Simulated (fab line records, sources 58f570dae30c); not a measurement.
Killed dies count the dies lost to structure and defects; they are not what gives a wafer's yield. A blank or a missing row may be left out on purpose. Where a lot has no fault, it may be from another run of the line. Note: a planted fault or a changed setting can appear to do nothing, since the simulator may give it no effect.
Code-filled problem report in 8D (eight disciplines) form :: flow berkeley cmos170 :: the parts of the form that need people (team, actions taken, sign-off) are left out

1. PROBLEM STATEMENT
Wafers without a fault read 1100 C, standard deviation 0.11; tube center temp C at UCB170_WELLDRIVE_ANNEAL_03 reads a mean of 1150 C on 6 wafers belonging to 2 lots. So: +99 or more standard deviations from the usual mean.
The step: time 900 s.
First seen on wafer L681.2, day 6 10:13, on furnace-02. The record holds 18 wafers of 6 lots with a number at this step. Rule for "out", or "out of limits": more than 4 standard deviations from the usual mean. All remaining wafers that have a number are taken as sound.

2. WHAT IT IS, AND WHAT IT ISN'T
question: which readings at this step
is: tube center temp C, spike tc centre C, spike tc load C, spike tc source C, tube_center_temp_C_max
is not: -

question: which lots
is: L681, L683
is not: L668, L669, L690, L691

question: which wafers of those lots
is: all that have a number
is not: -

question: read on which tools
is: furnace-02
is not: furnace-01, furnace-04

question: when
is: from day 6 10:13
is not: up to then (6 sound wafers); but 6 sound wafers of L690, L691 came after

3. WHAT RULES OUT EACH SUSPECT
Counting: a tool at any process step up to the reading remains a suspect when it ran all the lots that are out and ran no sound lot after the first of those.
- furnace-02 at UCB170_WELLDRIVE_ANNEAL_03 (time 900 s): kept. It processed each lot that is out, first L681 at day 6 10:13, and no sound lot thereafter; up to then, the last sound lot it processed was L669 at day 3 19:33. On those wafers its own readings are out: spike tc centre C, spike tc load C, spike tc source C, tube center temp C, tube_center_temp_C_max.
Remaining after the count: furnace-02 at UCB170_WELLDRIVE_ANNEAL_03.

4. THE CAUSE (what the simulator had put in)
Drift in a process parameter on furnace-02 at UCB170_WELLDRIVE_ANNEAL_03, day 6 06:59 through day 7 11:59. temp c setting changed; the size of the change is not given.
Counting left only this tool.

5. SEQUENCE OF EFFECTS, ordered by route
Each row: a reading where the mean over the struck wafers with a number is more than 3 standard deviations away from the usual. Only readings whose record carries a usual standard deviation are examined. hours: median over the lots of the time between each lot's start at the first step of this table that gives one and its start at this step. sigmas: the change, counted in usual standard deviations.
hours: 0
step: UCB170_WELLDRIVE_ANNEAL_03
reading: spike tc centre C
usual: 1101.1 C
on struck wafers: 1151.7
change: +50.6
sigmas: +46

hours: 0
step: UCB170_WELLDRIVE_ANNEAL_03
reading: spike tc load C
usual: 1133 C
on struck wafers: 1183
change: +50
sigmas: +11

hours: 0
step: UCB170_WELLDRIVE_ANNEAL_03
reading: spike tc source C
usual: 1124.3 C
on struck wafers: 1175.9
change: +51.6
sigmas: +47

hours: 0
step: UCB170_WELLDRIVE_ANNEAL_03
reading: tube center temp C
usual: 1100 C
on struck wafers: 1150
change: +50
sigmas: +99 or more

hours: 0
step: UCB170_WELLDRIVE_ANNEAL_03
reading: tube_center_temp_C_max
usual: 1102.8
on struck wafers: 1152.8
change: +50.0
sigmas: +99 or more
The process steps in it:
- UCB170_WELLDRIVE_ANNEAL_03: time 900 s.

6. HOW IT WOULD HAVE BEEN CAUGHT EARLIER
First out-of-limits reading in this record: day 6 10:13, which is 3 hours after fault onset at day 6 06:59.
